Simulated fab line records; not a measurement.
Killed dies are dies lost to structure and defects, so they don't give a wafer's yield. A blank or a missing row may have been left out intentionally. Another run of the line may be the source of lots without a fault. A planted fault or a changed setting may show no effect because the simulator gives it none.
A lot that was struck, set against a sound lot / flow rit cmos / 17 out of 202 route steps
Sound: wafers L891.2, L891.3, L891.6. Struck: wafers L904.1, L904.3, L904.4. The cause is given at the end.
At each step with rows: each side's tool, then ch and its chambers, then its first start. Under that, the readings that differ: sound wafers / struck wafers / difference of the means / sigmas: that difference in standard deviations of wafers without a fault.
alike: a reading whose means differ by less than 2 such deviations, as well as words and numbers matching on both sides. not compared: withheld readings; readings where some wafer has no value; bounds like >300 that might hide an equal value; numbers whose values overlap and for which the record gives no deviation.
A row with sigmas, a row that says differs or no value, or rows on one side alone: a step with any of these is where the two part. Numbers that have no deviation but don't overlap get no sigmas and don't part them. A reading that every wafer of one side lacks parts them only if that side has two wafers or more.

RIT_PWELL_TW_MEAS_10:
  struck on film metro-01, day 5 08:29; sound on film metro-01, day 2 13:58
  alike: PWELL_TW
then, 1 step without rows for these wafers: RIT_WELLDRIVE_ANNEAL_00 (time 14700 s).
RIT_WELLDRIVE_RS_MEAS_01: measurement is done with a four-point probe.
  struck on film metro-01, day 5 14:26; sound on film metro-04, day 2 19:33
  alike: NWELL_RS
RIT_WELLDRIVE_RS_MEAS_02: measurement is done with a four-point probe.
  struck on film metro-01, day 5 14:34; sound on film metro-04, day 2 19:40
reading=PWELL_RS (ohm/sq); sound=425.6 424.3 426.3; struck=429.2 429.8 430.5; difference=+4.4; sigmas=+3
then, 6 steps without rows for these wafers: RIT_NRETRO_HMDS_00 (prime time 60 s); RIT_NRETRO_COAT_01 (resist thk 1300 nm); RIT_NRETRO_SOFTBAKE_02 (time 60 s); RIT_NRETRO_EXPOSE_03 (exposes mask M4, target cd 43900 nm); RIT_NRETRO_PEB_04; RIT_NRETRO_DEVELOP_05 (develop time 68 s).
RIT_NRETRO_OVL_MEAS_06:
  struck on overlay-01, day 5 15:34; sound on overlay-01, day 2 20:47
  alike: NRETRO_OVL
then, 1 step without rows for these wafers: RIT_NRETRO_HARDBAKE_07 (time 120 s).
RIT_NRETRO_IMPLANT_08:
  sound on implanter-01 ch 0, day 2 21:10; struck on implanter-03 ch 0, day 5 15:50
reading=beam energy keV; sound=69.980 69.989 69.950; struck=65.922 65.901 65.909; difference=-4.062; sigmas=-99 or more
reading=model.implant.rp nm (nm); sound=84.64 84.64 84.64; struck=77.89 77.89 77.89; difference=-6.75; sigmas=
reading=model.implant.drp nm (nm); sound=33.94 33.94 33.94; struck=32.24 32.24 32.24; difference=-1.70; sigmas=
  alike: beam on s
RIT_NRETRO_STRIP_09: strips in O2, time 180 s.
  sound on plasma asher-04 ch 1, day 2 21:17; struck on plasma asher-03 ch 0,1, day 5 15:59
  alike: drypump motor current A
  not compared: rf hours counter h
RIT_NRETRO_TW_MEAS_10:
  struck on film metro-03, day 5 16:10; sound on film metro-02, day 2 21:28
reading=NRETRO_TW; sound=1053 1055 1051; struck=1034 1036 1035; difference=-18; sigmas=-4
then, 2 steps without rows for these wafers: RIT_PRETRO_HMDS_00 (prime time 60 s); RIT_M1_PROBE_99.

WHERE THEY PART
First at RIT_WELLDRIVE_RS_MEAS_02; last, within this record, at RIT_NRETRO_TW_MEAS_10.

WHY: what had been put in by the simulator
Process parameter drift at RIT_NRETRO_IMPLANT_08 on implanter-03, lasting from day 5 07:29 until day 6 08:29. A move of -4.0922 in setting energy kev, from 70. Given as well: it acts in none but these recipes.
